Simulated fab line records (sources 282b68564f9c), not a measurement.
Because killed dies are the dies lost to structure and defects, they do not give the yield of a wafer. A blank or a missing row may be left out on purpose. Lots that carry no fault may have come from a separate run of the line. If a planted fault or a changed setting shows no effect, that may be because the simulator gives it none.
A lot that was struck, set against a sound lot	flow ritCmos	43 steps out of a route of 202
Sound: the wafers L146.2, L146.3, L146.5. Wafers struck: L150.1, L150.2, L150.5. At the end, the cause is stated.
For every step that has rows: the tool of each side, followed by ch and its chambers, followed by its first start. Under that, the readings that differ: sound wafers	struck wafers	difference of the means	sigmas: that difference in standard deviations of wafers without a fault.
alike: a reading whose means differ by less than 2 such deviations, as well as words and numbers matching on both sides. not compared: withheld readings; readings where some wafer has no value; bounds like >300 that might hide an equal value; numbers whose values overlap and for which the record gives no deviation.
The two part at a step that has a row with sigmas, a row that says differs or no value, or rows on one side only. Numbers that have no deviation but don't overlap get no sigmas and don't part them. A reading that every wafer of one side lacks parts them only if that side has two wafers or more.

first, 2 steps without rows for these wafers: RIT_FOX2_CLEAN_02 (cleans in dHF, time 180 s); RIT_FOX2_WET_ETCH_03 (etches Si3N4 in H3PO4, target depth 195 nm, time 2700 s).
RIT_FOX2_THK_MEAS_90:
  sound on filmMetro-04, day 3 15:39; struck on filmMetro-04, day 4 09:28
  alike: FIELD_OXIDE_LEFT_1_THK
then, 6 steps without rows for these wafers: RIT_NWELL_HMDS_00 (prime time 60 s); RIT_NWELL_COAT_01 (resist thk 1300 nm); RIT_NWELL_SOFTBAKE_02 (time 60 s); RIT_NWELL_EXPOSE_03 (exposes mask M2, target cd 43900 nm); RIT_NWELL_PEB_04; RIT_NWELL_DEVELOP_05 (develop time 68 s).
RIT_NWELL_OVL_MEAS_06:
  sound on overlay-02, day 3 16:48; struck on overlay-01, day 4 10:32
reading	sound	struck	difference	sigmas
NWELL_OVL (nm)	-0.8 0.3 -2.1	2.4 3.2 2.3	+3.5	+2
then, 2 steps without rows for these wafers: RIT_NWELL_HARDBAKE_07 (time 120 s); RIT_NWELL_IMPLANT_08.
RIT_NWELL_STRIP_09: strips in O2, time 180 s.
  sound on plasmaAsher-03 ch 0, day 3 17:14; struck on plasmaAsher-03 ch 0,1, day 4 10:58
  alike: drypumpMotorCurrentA
  not compared: rfHoursCounterH
RIT_NWELL_TW_MEAS_10:
  sound on filmMetro-02, day 3 17:25; struck on filmMetro-02, day 4 11:08
  alike: NWELL_TW
then, 6 steps without rows for these wafers: RIT_PWELL_HMDS_00 (prime time 60 s); RIT_PWELL_COAT_01 (resist thk 1286 nm); RIT_PWELL_SOFTBAKE_02 (time 60 s); RIT_PWELL_EXPOSE_03 (exposes mask M3, target cd 43700 nm); RIT_PWELL_PEB_04; RIT_PWELL_DEVELOP_05 (develop time 68 s).
RIT_PWELL_OVL_MEAS_06:
  sound on overlay-02, day 3 18:28; struck on overlay-02, day 4 12:05
  alike: PWELL_OVL
then, 2 steps without rows for these wafers: RIT_PWELL_HARDBAKE_07 (time 120 s); RIT_PWELL_IMPLANT_08.
RIT_PWELL_STRIP_09: strips in O2, time 180 s.
  sound on plasmaAsher-04 ch 0,1, day 3 18:54; struck on plasmaAsher-01 ch 0,1, day 4 12:31
  alike: drypumpMotorCurrentA
  not compared: rfHoursCounterH
RIT_PWELL_TW_MEAS_10:
  sound on filmMetro-02, day 3 19:05; struck on filmMetro-04, day 4 12:41
  alike: PWELL_TW
then, 1 step without rows for these wafers: RIT_WELLDRIVE_ANNEAL_00 (time 14700 s).
RIT_WELLDRIVE_RS_MEAS_01: measurement is done with a four-point probe.
  sound on filmMetro-03, day 4 01:29; struck on filmMetro-02, day 4 18:45
  alike: NWELL_RS
RIT_WELLDRIVE_RS_MEAS_02: measurement is done with a four-point probe.
  sound on filmMetro-03, day 4 01:37; struck on filmMetro-02, day 4 18:52
  alike: PWELL_RS
then, 6 steps without rows for these wafers: RIT_NRETRO_HMDS_00 (prime time 60 s); RIT_NRETRO_COAT_01 (resist thk 1300 nm); RIT_NRETRO_SOFTBAKE_02 (time 60 s); RIT_NRETRO_EXPOSE_03 (exposes mask M4, target cd 43900 nm); RIT_NRETRO_PEB_04; RIT_NRETRO_DEVELOP_05 (develop time 68 s).
RIT_NRETRO_OVL_MEAS_06:
  sound on overlay-01, day 4 02:43; struck on overlay-01, day 4 20:02
  alike: NRETRO_OVL
then, 2 steps without rows for these wafers: RIT_NRETRO_HARDBAKE_07 (time 120 s); RIT_NRETRO_IMPLANT_08.
RIT_NRETRO_STRIP_09: strips in O2, time 180 s.
  sound on plasmaAsher-04 ch 0,1, day 4 03:09; struck on plasmaAsher-04 ch 0,1, day 4 20:28
  alike: drypumpMotorCurrentA
  not compared: rfHoursCounterH
RIT_NRETRO_TW_MEAS_10:
  sound on filmMetro-01, day 4 03:20; struck on filmMetro-02, day 4 20:38
  alike: NRETRO_TW
then, 3 steps without rows for these wafers: RIT_PRETRO_HMDS_00 (prime time 60 s); RIT_PRETRO_COAT_01 (resist thk 1300 nm); RIT_PRETRO_SOFTBAKE_02 (time 60 s).
RIT_M1_PROBE_99:
  only the struck wafers here have rows in the record (prober-02, day 6 02:44); the sound ones have none

## WHERE THEY PART
First at RIT_NWELL_OVL_MEAS_06; last, within this record, at RIT_M1_PROBE_99.

WHY: what the simulator had put in
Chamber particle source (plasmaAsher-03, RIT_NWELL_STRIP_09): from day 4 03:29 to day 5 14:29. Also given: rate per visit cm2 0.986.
